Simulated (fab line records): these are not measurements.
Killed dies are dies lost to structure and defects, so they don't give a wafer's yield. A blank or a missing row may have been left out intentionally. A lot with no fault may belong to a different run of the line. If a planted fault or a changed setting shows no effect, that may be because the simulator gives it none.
Which tool is to blame? -- flow rit-cmos -- 14 lots, 42 wafers sampled, at 2 steps of a route of 202

## WHAT EACH GAUGE READ, for each wafer
Not one reading of a measure or inspect step in the record can be checked against a usual standard deviation.

## WHICH TOOL RAN EACH LOT (tool, then ch and the chambers of the sampled wafers, then the start)
lot,RIT_PLDD_DEVELOP_05,RIT_M1_PROBE_99
L360,"litho-track-04 ch 0, day 3 01:00","prober-01, day 3 15:54"
L361,"litho-track-02 ch 0, day 3 04:00","prober-02, day 3 18:35"
L362,"litho-track-03 ch 0, day 3 06:00","prober-01, day 3 21:38"
L364,"litho-track-02 ch 0, day 3 17:00","prober-01, day 4 07:55"
L367,"litho-track-02 ch 0, day 4 08:00","prober-02, day 4 22:44"
L372,"litho-track-03 ch 0, day 5 13:00","prober-02, day 6 05:24"
L373,"litho-track-04 ch 0, day 5 18:00","prober-01, day 6 10:05"
L375,"litho-track-03 ch 0, day 6 03:00","prober-01, day 6 17:40"
L377,"litho-track-03 ch 0, day 6 13:00","prober-01, day 7 04:23"
L379,"litho-track-04 ch 0, day 6 22:00","prober-01, day 7 14:09"
L380,"litho-track-04 ch 0, day 7 06:00","prober-02, day 7 22:08"
L381,"litho-track-03 ch 0, day 7 08:00","prober-01, day 8 01:34"
L382,"litho-track-04 ch 0, day 7 11:00","prober-02, day 8 03:13"
L383,"litho-track-02 ch 0, day 7 19:00","prober-01, day 8 11:16"
- RIT_PLDD_DEVELOP_05: develop time 50 s.
- RIT_M1_PROBE_99

## AS READ BY THE TOOLS THEMSELVES (means over the sampled wafers that have a number; for cases with no such wafer, the mark the record gives instead)
RIT_PLDD_DEVELOP_05. Usual: developer-temp-C at 22.98 C, with a standard deviation of 0.094.
lot,tool,developer-temp-C (C),flag
L360,litho-track-04,22.93,
L361,litho-track-02,23.10,
L362,litho-track-03,23.04,
L364,litho-track-02,20.76,OFF
L367,litho-track-02,20.68,OFF
L372,litho-track-03,23.00,
L373,litho-track-04,22.81,
L375,litho-track-03,23.03,
L377,litho-track-03,22.93,
L379,litho-track-04,23.08,
L380,litho-track-04,22.91,
L381,litho-track-03,22.86,
L382,litho-track-04,23.03,
L383,litho-track-02,22.92,

RIT_M1_PROBE_99. Usual: killed-at-contacts 0.1, standard deviation 0.23; killed-at-front-end 6.7, standard deviation 2.7; killed-dies 6.7, standard deviation 2.7; killed-on-rim 1.8, standard deviation 1.2; killed-open 3.2, standard deviation 1.8; killed-short 3.5, standard deviation 1.9.
lot,tool,killed-at-contacts,killed-at-front-end,killed-dies,killed-on-rim,killed-open,killed-short,flag
L360,prober-01,0.0,4.0,4.0,1.7,2.0,2.0,
L361,prober-02,0.3,7.0,7.3,3.3,4.7,2.7,
L362,prober-01,0.0,7.7,7.7,2.7,4.3,3.3,
L364,prober-01,0.0,8.0,8.0,3.7,4.0,4.0,
L367,prober-02,0.0,6.3,6.3,1.0,3.0,3.3,
L372,prober-02,0.0,2.7,2.7,0.7,0.3,2.3,
L373,prober-01,0.0,6.7,6.7,1.7,3.3,3.0,
L375,prober-01,0.0,8.3,8.3,2.0,3.3,5.0,
L377,prober-01,0.0,7.3,7.3,1.7,4.3,3.0,
L379,prober-01,0.3,5.0,5.3,1.3,1.7,3.7,
L380,prober-02,0.0,5.0,5.0,1.3,2.0,3.0,
L381,prober-01,0.0,3.7,3.7,1.0,2.0,1.7,
L382,prober-02,0.0,8.3,8.3,2.3,5.0,3.3,
L383,prober-01,0.3,11.7,12.0,1.7,5.0,6.3,

## THE ANSWER, worked out from the rows above alone
Rule: a lot counts as off when the mean over its wafers that have a number is more than 3 standard deviations away from the usual mean. A lot without any number at a reading at which 4 lots or more have one is off too. All remaining lots with rows at the step are treated as sound. Order of review: gauges by route order, followed by the tools' own readings, for which a lot's mean as printed above is used. The first step at which some lot is off is used, and at that step the reading that is off furthest; a lot without a number counts as furthest.
Off: L364, L367 (RIT_PLDD_DEVELOP_05, developer-temp-C).
A tool fits if, at that step or a process step before it, it ran every lot that is off, and no sound lot after the first of them. Of those tried, none fits.

## WHAT WAS PUT IN BY THE SIMULATOR
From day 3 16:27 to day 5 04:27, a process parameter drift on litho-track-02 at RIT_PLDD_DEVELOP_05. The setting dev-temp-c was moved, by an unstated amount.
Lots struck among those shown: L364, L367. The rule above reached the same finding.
